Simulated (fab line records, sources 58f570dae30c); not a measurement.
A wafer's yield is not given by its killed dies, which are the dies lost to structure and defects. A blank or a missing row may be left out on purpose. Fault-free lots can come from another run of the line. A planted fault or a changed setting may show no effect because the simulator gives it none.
Problem report, 8D (eight disciplines) form, completed by code / flow berkeley_cmos170 / the parts of the form that need people (team, actions taken, sign-off) are left out

== 1. PROBLEM STATEMENT ==
Mean of heater_power_total_W at UCB170_M1_PEB_07: 57.83 W across 8 wafers in 3 lots; on wafers with no fault it is 56.80 W (standard deviation 0.042). Relative to the usual mean, that is a shift of +25 standard deviations.
Seen first at day 11 08:40 on litho_track-01, wafer L268.4. At this step, 44 wafers from 15 lots have a number in the record. Rule for "out" (also "out of limits"): further than 4 standard deviations from the usual mean. The other wafers with a number count as sound.

== 2. WHAT IT IS AND WHAT IT IS NOT ==
question=which readings at this step; is=heater_power_total_W; is not=-
question=which lots; is=L268, L269, L272; is not=L250, L251, L252, L253, L254, L255, L256, L257, L258, L259, L260, L262
question=which wafers of those lots; is=all that have a number; is not=-
question=read on which tools; is=litho_track-01; is not=litho_track-02, litho_track-03
question=when; is=from day 11 08:40; is not=up to then (36 sound wafers)

== 3. SUSPECTS, AND WHAT RULES EACH OUT ==
Counting: a tool stays on the suspect list if, at a process step up to the reading, it processed all lots that are out and no sound lot following the first of them.
- litho_track-01 at UCB170_M1_PEB_07: kept. It ran every lot that is out, first L268 (day 11 08:40), and no sound lot after that; its last sound lot up to then is L262 (day 9 19:27). Its own heater_power_total_W readings are out on those wafers.
The count leaves litho_track-01 at UCB170_M1_PEB_07.

== 4. THE CAUSE (what the simulator had put in) ==
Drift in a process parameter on litho_track-01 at UCB170_M1_PEB_07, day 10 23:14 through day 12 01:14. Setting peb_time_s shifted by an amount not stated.
This tool alone remained once counting was done.

== 5. THE CHAIN OF EFFECTS, in route order ==
One row per reading whose mean, taken over the struck wafers that have a number, lies over 3 standard deviations from the usual. Scope: only readings with a usual standard deviation given in the record; hours: median across lots of the time from each lot's start at the first step in this table that gives one to its start at this step; sigmas: change in usual standard deviations.
hours=0; step=UCB170_M1_PEB_07; reading=heater_power_total_W; usual=56.80 W; on struck wafers=57.83; change=+1.03; sigmas=+25
It contains these process steps:
- UCB170_M1_PEB_07

== 6. WHAT WOULD HAVE CAUGHT IT SOONER ==
First out-of-limits reading in this record: day 11 08:40, which is 9 hours after fault onset at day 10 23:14.
